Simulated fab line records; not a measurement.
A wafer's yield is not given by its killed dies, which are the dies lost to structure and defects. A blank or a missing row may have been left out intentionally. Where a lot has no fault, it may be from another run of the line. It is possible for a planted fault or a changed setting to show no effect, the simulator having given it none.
Matching of chambers | flow berkeley-cmos170 | UCB170_GATE_ETCH_14 on rie-diel-03: 4 sister chambers
The step etches BARC in N2/H2. 18 wafers are shown with their chamber, then 9 later ones without.

## WAFERS, EACH WITH ITS CHAMBER
wafer  | chamber | drypump-motor-current-A (A) | throttle-valve-pct (%) | oes-product-au (a.u.)
L189.2 | 2       | 6.0                         | 13.25                  | 1.007
L189.3 | 1       | 6.4                         | 13.03                  | 0.993
L189.6 | 3       | 6.3                         | 13.08                  | 0.996
L191.3 | 2       | 6.1                         | 13.23                  | 1.015
L191.5 | 3       | 6.3                         | 13.07                  | 0.994
L191.6 | 0       | 5.0                         | 13.24                  | 0.985
L198.1 | 2       | 6.1                         | 13.24                  | 1.013
L198.4 | 3       | 6.3                         | 13.06                  | 0.990
L198.6 | 0       | 5.0                         | 13.23                  | 0.982
L201.1 | 1       | 6.4                         | 13.03                  | 0.990
L201.2 | 0       | 5.0                         | 13.23                  | 0.995
L201.5 | 1       | 6.4                         | 13.04                  | 0.991
L206.3 | 3       | 6.3                         | 13.09                  | 0.987
L206.4 | 0       | 5.0                         | 13.24                  | 1.003
L206.6 | 1       | 6.4                         | 13.04                  | 0.996
L208.1 | 1       | 6.4                         | 13.03                  | 1.000
L208.3 | 0       | 5.0                         | 13.23                  | 0.991
L208.6 | 0       | 5.0                         | 13.23                  | 0.983

SIGNATURES, as means of the wafers listed above
reading                 | chamber 0 | chamber 1 | chamber 2 | chamber 3 | scatter within a chamber
drypump-motor-current-A | 5.000     | 6.400     | 6.067     | 6.300     | 0.0218
throttle-valve-pct      | 13.2333   | 13.0340   | 13.2400   | 13.0750   | 0.00825
oes-product-au          | 0.98983   | 0.99400   | 1.01167   | 0.99175   | 0.00587
Rule: for each reading, subtract the chamber's mean from the wafer's reading, divide by that reading's scatter and square the result; add these up over the readings and take the root, which gives the wafer's distance from the chamber. If the next closest chamber is less than 2 further off than the closest, the wafer can't be placed; otherwise it belongs to the closest. The scatter is the square root of a quotient: the sum, over the shown wafers, of each reading's squared deviation from its chamber's mean, divided by wafers minus chambers.

## WAFERS WHOSE CHAMBER IS MISSING
wafer  | drypump-motor-current-A (A) | throttle-valve-pct (%) | oes-product-au (a.u.)
L210.3 | 6.3                         | 13.08                  | 0.989
L210.4 | 6.4                         | 13.03                  | 1.001
L210.6 | 6.1                         | 13.25                  | 1.016
L212.3 | 5.0                         | 13.24                  | 0.999
L212.5 | 6.3                         | 13.09                  | 0.995
L212.6 | 5.0                         | 13.23                  | 0.995
L211.2 | 6.3                         | 13.06                  | 0.985
L211.3 | 5.0                         | 13.23                  | 0.988
L211.5 | 5.0                         | 13.22                  | 0.983

## WHICH CHAMBER EACH ONE RAN IN
wafer  | from the rows above | in truth
L210.3 | 3                   | 3
L210.4 | 1                   | 1
L210.6 | 2                   | 2
L212.3 | 0                   | 0
L212.5 | 3                   | 3
L212.6 | 0                   | 0
L211.2 | 3                   | 3
L211.3 | 0                   | 0
L211.5 | 0                   | 0
Correctly placed: 9 of 9. Can't be placed from these rows: 0. 0 placed wrongly.
